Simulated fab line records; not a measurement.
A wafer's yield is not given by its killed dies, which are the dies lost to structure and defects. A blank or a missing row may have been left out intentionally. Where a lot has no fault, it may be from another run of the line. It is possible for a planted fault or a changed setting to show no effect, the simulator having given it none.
Struck lot and sound lot, side by side ; flow ritCmos ; 30 out of 202 route steps
Sound: wafers L131.1, L131.2, L131.3. Wafers L142.1, L142.3, L142.4 were the ones struck. The cause is given at the end.
Order at every step that has rows: each side's tool, ch and its chambers, its first start. Under that, the readings that differ: sound wafers ; struck wafers ; difference of the means ; sigmas: that difference in standard deviations of wafers without a fault.
alike: a reading whose means differ by less than 2 such deviations, as well as words and numbers matching on both sides. not compared: withheld readings; readings where some wafer has no value; bounds like >300 that might hide an equal value; numbers whose values overlap and for which the record gives no deviation.
The two part at a step that has a row with sigmas, a row that says differs or no value, or rows on one side only. Numbers that don't overlap but have no deviation are shown without sigmas and don't part them. A reading missing from all wafers of one side parts the sides only when that side holds two or more wafers.

RIT_FOX2_THK_MEAS_01:
  sound on filmMetro-04, day 1 22:28; struck on filmMetro-04, day 4 03:49
  alike: FOX2_OXIDE_THK
then, 2 steps without rows for these wafers: RIT_FOX2_CLEAN_02 (cleans in dHF, time 180 s); RIT_FOX2_WET_ETCH_03 (etches Si3N4 in H3PO4, target depth 195 nm, time 2700 s).
RIT_FOX2_THK_MEAS_90:
  sound on filmMetro-03, day 1 23:20; struck on filmMetro-04, day 4 04:41
  alike: FIELD_OXIDE_LEFT_1_THK
then, 6 steps without rows for these wafers: RIT_NWELL_HMDS_00 (prime time 60 s); RIT_NWELL_COAT_01 (resist thk 1300 nm); RIT_NWELL_SOFTBAKE_02 (time 60 s); RIT_NWELL_EXPOSE_03 (exposes mask M2, target cd 43900 nm); RIT_NWELL_PEB_04; RIT_NWELL_DEVELOP_05 (develop time 68 s).
RIT_NWELL_OVL_MEAS_06:
  sound on overlay-01, day 2 00:17; struck on overlay-02, day 4 05:38
  alike: NWELL_OVL
then, 1 step without rows for these wafers: RIT_NWELL_HARDBAKE_07 (time 120 s).
RIT_NWELL_IMPLANT_08:
  sound on implanter-04 ch 0, day 2 00:34; struck on implanter-03 ch 0, day 4 05:55
reading;sound;struck;difference;sigmas
doseIonsCm2;4.998e+13 5.006e+13 5.007e+13;7.655e+13 7.663e+13 7.66e+13;+2.656e+13;+99 or more
faradayCurrentUA;158 157 167;241 254 245;+86;+26
  alike: endStationPressureTorr
RIT_NWELL_STRIP_09: strips in O2, time 180 s.
  sound on plasmaAsher-04 ch 0,1, day 2 00:43; struck on plasmaAsher-01 ch 0,1, day 4 06:04
  alike: chamberPressureMTorr, drypumpMotorCurrentA
  not compared: rfHoursCounterH
RIT_NWELL_TW_MEAS_10:
  sound on filmMetro-04, day 2 00:53; struck on filmMetro-01, day 4 06:14
reading;sound;struck;difference;sigmas
NWELL_TW;2160 2172 2162;2468 2460 2453;+296;+27
then, 6 steps without rows for these wafers: RIT_PWELL_HMDS_00 (prime time 60 s); RIT_PWELL_COAT_01 (resist thk 1300 nm); RIT_PWELL_SOFTBAKE_02 (time 60 s); RIT_PWELL_EXPOSE_03 (exposes mask M3, target cd 43700 nm); RIT_PWELL_PEB_04; RIT_PWELL_DEVELOP_05 (develop time 68 s).
RIT_PWELL_OVL_MEAS_06:
  sound on overlay-01, day 2 01:59; struck on overlay-01, day 4 07:19
  alike: PWELL_OVL
then, 2 steps without rows for these wafers: RIT_PWELL_HARDBAKE_07 (time 120 s); RIT_PWELL_IMPLANT_08.
RIT_PWELL_STRIP_09: strips in O2, time 180 s.
  sound on plasmaAsher-01 ch 0,1, day 2 02:25; struck on plasmaAsher-03 ch 0,1, day 4 07:44
reading;sound;struck;difference;sigmas
chamberPressureMTorr (mTorr);3999 3993 3998;4015 4002 4002;+10;+2
  alike: drypumpMotorCurrentA
  not compared: rfHoursCounterH
RIT_PWELL_TW_MEAS_10:
  sound on filmMetro-03, day 2 02:35; struck on filmMetro-03, day 4 07:55
reading;sound;struck;difference;sigmas
PWELL_TW;962 952 957;946 944 941;-13;-2
then, 1 step without rows for these wafers: RIT_WELLDRIVE_ANNEAL_00 (time 14700 s).
RIT_WELLDRIVE_RS_MEAS_01: measures by four-point-probe.
  sound on filmMetro-03, day 2 08:08; struck on filmMetro-03, day 4 13:04
reading;sound;struck;difference;sigmas
NWELL_RS (ohm/sq);275.2 275.4 275.1;212.8 213.3 212.7;-62.3;-87
RIT_WELLDRIVE_RS_MEAS_02: measures by four-point-probe.
  sound on filmMetro-03, day 2 08:16; struck on filmMetro-03, day 4 13:11
reading;sound;struck;difference;sigmas
PWELL_RS (ohm/sq);428.9 429.6 428.7;432.4 431.9 432.6;+3.2;+2
RIT_M1_PROBE_99:
  sound on prober-02, day 3 13:27; struck on prober-01, day 5 22:15
reading;sound;struck;difference;sigmas
model.etest.pmos_0p3.rOnOhmUm;6478 6276 6351;6596 6715 6766;+324;
model.etest.nwellPinched.rsOhmSq;343.7 335 337.7;257.8 259 256.8;-80.9;
model.etest.wellEdgeLeft.lineOhmUm;185.4 182.2 182.4;135.6 136 133.2;-48.4;
model.etest.wellEdgeRight.lineOhmUm;182.3 181.6 182.1;136.2 135.8 135.2;-46.3;
  alike: killedAtContacts, killedAtFrontEnd, killedDies, killedOpen, killedShort
  not compared: model.etest.pmosTurned.rOnOhmUm, model.etest.pmos_0p15.rOnOhmUm, model.etest.pmos_0p15.driveUaUm, model.etest.pmosTurned.driveUaUm

## WHERE THEY PART
Last at RIT_WELLDRIVE_RS_MEAS_02 as far as this record goes, first at RIT_NWELL_IMPLANT_08. Later steps at which nothing parts them and some readings are alike: RIT_M1_PROBE_99.

WHY: whatever the simulator had introduced
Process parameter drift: implanter-03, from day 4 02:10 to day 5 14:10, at RIT_NWELL_IMPLANT_08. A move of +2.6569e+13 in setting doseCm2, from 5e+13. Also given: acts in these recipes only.
